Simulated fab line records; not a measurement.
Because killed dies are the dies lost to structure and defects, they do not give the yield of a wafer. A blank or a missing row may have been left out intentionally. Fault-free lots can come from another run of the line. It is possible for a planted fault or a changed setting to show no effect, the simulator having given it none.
A struck lot beside a sound one | flow rit_cmos | 43 steps out of a route of 202
Sound: the wafers L625.1, L625.2, L625.3. Wafers L635.1, L635.3, L635.4 were the ones struck. The cause comes at the end.
At each step with rows: each side's tool, then ch and its chambers, then its first start. Under that, the readings that differ: sound wafers | struck wafers | difference of the means | sigmas: that difference in standard deviations of wafers without a fault.
alike: words and numbers the same on both sides, and readings whose means are apart by under 2 such deviations; not compared: readings that were withheld, readings missing a value for some wafer, numbers with overlapping values and no deviation given by the record, and bounds like >300 which may hide the same value.
A row with sigmas, a row that says differs or no value, or rows on one side alone: a step with any of these is where the two part. Non-overlapping numbers with no deviation appear without sigmas and do not part them. A reading that every wafer of one side lacks parts them only if that side has two wafers or more.

first, 3 steps without rows for these wafers: RIT_SDANNEAL_CLEAN_00 (cleans in SC1, time 600 s); RIT_SDANNEAL_CLEAN_01 (cleans in dHF, time 30 s); RIT_SDANNEAL_CLEAN_02 (cleans in SC2, time 600 s).
RIT_SDANNEAL_RTA_03: time 5 s.
  sound on rtp_anneal-01 ch 0, day 3 06:56; struck on rtp_anneal-01 ch 0, day 5 07:23
  alike: wafer_temp_C_max
RIT_SDANNEAL_RS_MEAS_04: uses a four-point probe to measure.
  sound on film_metro-04 at day 3 07:00; struck on film_metro-02 at day 5 07:27
  alike: PSD_RS
RIT_SDANNEAL_RS_MEAS_05: uses a four-point probe to measure.
  sound on film_metro-04 at day 3 07:07; struck on film_metro-02 at day 5 07:34
  alike: NSD_RS
RIT_SDANNEAL_RS_MEAS_06: uses a four-point probe to measure.
  sound on film_metro-04 at day 3 07:14; struck on film_metro-02 at day 5 07:41
  alike: PLDD_RS
RIT_SDANNEAL_RS_MEAS_07: uses a four-point probe to measure.
  sound on film_metro-04 at day 3 07:22; struck on film_metro-02 at day 5 07:49
  alike: NLDD_RS
then, 1 step without rows for these wafers: RIT_SILICIDE_WET_ETCH_00 (etches SiO2 in BOE, target depth 14 nm, time 15 s).
RIT_SILICIDE_SPUTTER_01: material Ti, target thk 30 nm, time 240 s.
  sound on pvd_sputter-03 at day 3 07:30; struck on pvd_sputter-03 at day 5 07:56
  alike: throttle_valve_pct
RIT_SILICIDE_RS_MEAS_02: uses a four-point probe to measure.
  sound on film_metro-01 at day 3 07:39; struck on film_metro-01 at day 5 08:05
  alike: SILICIDE_TI_RS
RIT_SILICIDE_THK_MEAS_03: measures by xrf.
  sound on film_metro-01 at day 3 07:46; struck on film_metro-01 at day 5 08:13
  alike: SILICIDE_TI_THK
RIT_SILICIDE_RTA_04: time 10 s, ramp up 5 s, ramp down 5 s.
  sound on rtp_anneal-02 ch 0, day 3 07:50; struck on rtp_anneal-02 ch 0, day 5 08:16
  alike: wafer_temp_C_max
then, 2 steps without rows for these wafers: RIT_SILICIDE_WET_ETCH_05 (etches Ti in SPM, time 120 s); RIT_SILICIDE_RTA_06 (time 10 s, ramp up 5 s, ramp down 10 s).
RIT_CONTACT_CVD_00: deposits SiO2 from TEOS, target thk 400 nm, time 61 s.
  sound on pecvd-04 ch 0,1,2, day 3 08:00; struck on pecvd-03 ch 1,2, day 5 08:27
  alike: heater_power_w
RIT_CONTACT_THK_MEAS_01:
  sound on film_metro-02 at day 3 08:03; struck on film_metro-03 at day 5 08:30
  alike: CONTACT_TEOS_THK
then, 6 steps without rows for these wafers: RIT_CONTACT_HMDS_02 (prime time 60 s); RIT_CONTACT_COAT_03 (resist thk 1000 nm); RIT_CONTACT_SOFTBAKE_04 (time 60 s); RIT_CONTACT_EXPOSE_05 (exposes mask M11, target cd 1000 nm); RIT_CONTACT_PEB_06; RIT_CONTACT_DEVELOP_07 (develop time 120 s).
RIT_CONTACT_CD_MEAS_08 targets a cd of 1000 nm.
  sound on cd_sem-01 at day 3 09:05; struck on cd_sem-02 at day 5 09:37
  reading    | sound                | struck            | difference | sigmas
  cd_nm (nm) | 1002.5 1000.5 1001.7 | 996.9 997.6 996.8 | -4.5       | -2
RIT_CONTACT_OVL_MEAS_09:
  sound on overlay-02 at day 3 09:12; struck on overlay-02 at day 5 09:44
  alike: CONTACT_OVL
then, 1 step without rows for these wafers: RIT_CONTACT_HARDBAKE_10 (time 60 s).
RIT_CONTACT_ETCH_11: etches SiO2 in CHF3/CF4/Ar, stops on TiSi2, target depth 480 nm, time 320 s.
  sound on rie_diel-01 ch 0,1,3, day 3 09:23; struck on rie_diel-01 ch 0,2,3, day 5 09:55
  alike: chamber_pressure_mTorr, drypump_motor_current_A, oes_product_au, throttle_valve_pct
  not compared: rf_hours_counter_h
RIT_CONTACT_STRIP_12: strips in O2, time 180 s.
  sound on plasma_asher-01 ch 0,1, day 3 09:35; struck on plasma_asher-01 ch 0,1, day 5 10:07
  alike: chamber_pressure_mTorr, drypump_motor_current_A
  not compared: rf_hours_counter_h
RIT_CONTACT_CD_MEAS_90 targets a cd of 1000 nm.
  sound on cd_sem-01 at day 3 09:45; struck on cd_sem-01 at day 5 10:17
  reading    | sound                | struck            | difference | sigmas
  cd_nm (nm) | 1002.5 1000.5 1001.8 | 997.3 997.4 997.1 | -4.3       | -2
then, 3 steps without rows for these wafers: RIT_CONTACT_CLEAN_13 (cleans in SC1, time 600 s); RIT_CONTACT_CLEAN_14 (cleans in SC2, time 600 s); RIT_M1_SPUTTER_00 (material Al, target thk 400 nm, time 500 s).
RIT_M1_RS_MEAS_01: uses a four-point probe to measure.
  sound on film_metro-04 at day 3 10:31; struck on film_metro-02 at day 5 11:04
  reading           | sound                | struck               | difference | sigmas
  M1_AL_RS (ohm/sq) | 0.0742 0.0749 0.0739 | 0.0721 0.0722 0.0727 | -0.0020    | -3
RIT_M1_THK_MEAS_02: measures by xrf.
  sound on film_metro-04 at day 3 10:38; struck on film_metro-02 at day 5 11:11
  reading        | sound       | struck      | difference | sigmas
  M1_AL_THK (nm) | 398 392 399 | 407 407 403 | +9         | +2
then, 6 steps without rows for these wafers: RIT_M1_HMDS_03 (prime time 60 s); RIT_M1_COAT_04 (resist thk 1300 nm); RIT_M1_SOFTBAKE_05 (time 60 s); RIT_M1_EXPOSE_06 (exposes mask M12, target cd 2600 nm); RIT_M1_PEB_07; RIT_M1_DEVELOP_08 (develop time 68 s).
RIT_M1_CD_MEAS_09 targets a cd of 2600 nm.
  sound on cd_sem-02 at day 3 11:49; struck on cd_sem-02 at day 5 12:13
  alike: cd_nm
RIT_M1_OVL_MEAS_10:
  sound on overlay-02 at day 3 11:56; struck on overlay-02 at day 5 12:20
  alike: M1_OVL
RIT_M1_PROBE_99:
  sound on prober-01 at day 3 14:30; struck on prober-01 at day 5 14:52
  reading                              | sound             | struck            | difference | sigmas
  model.etest.npoly_line.line_ohm_um   | 174.3 173.8 175.1 | 155.6 159.7 155.7 | -17.4      |
  model.etest.ppoly_line.line_ohm_um   | 167.7 167.2 170   | 150.6 156.1 151.2 | -15.7      |
  model.etest.contact_pplus.end_ohm_um | 45.82 45.08 43.97 | 49.8 49.18 50.84  | +5.0       |
  model.etest.contact_nplus.end_ohm_um | 43.42 41.33 40.99 | 45.84 44.79 46.16 | +3.68      |
  model.etest.npoly_line.rs_ohm_sq     | 16.86 17.06 17.12 | 15.65 15.8 15.79  | -1.27      |
  model.etest.ppoly_line.rs_ohm_sq     | 16.49 16.56 16.68 | 15.03 15.4 15.43  | -1.29      |
  model.etest.npoly_sal.rs_ohm_sq      | 4.285 4.374 4.383 | 3.839 3.921 3.914 | -0.456     |
  model.etest.ppoly_sal.rs_ohm_sq      | 4.259 4.339 4.34  | 3.82 3.914 3.894  | -0.44      |
  alike: killed_at_M0_to_M3, killed_at_contacts, killed_at_front_end, killed_dies, killed_open, killed_short

## WHERE THEY PART
Last at RIT_M1_THK_MEAS_02 as far as this record goes, first at RIT_CONTACT_CD_MEAS_08. Later steps at which nothing parts them and some readings are alike: RIT_M1_CD_MEAS_09, RIT_M1_OVL_MEAS_10, RIT_M1_PROBE_99.

WHY: the cause the simulator had injected
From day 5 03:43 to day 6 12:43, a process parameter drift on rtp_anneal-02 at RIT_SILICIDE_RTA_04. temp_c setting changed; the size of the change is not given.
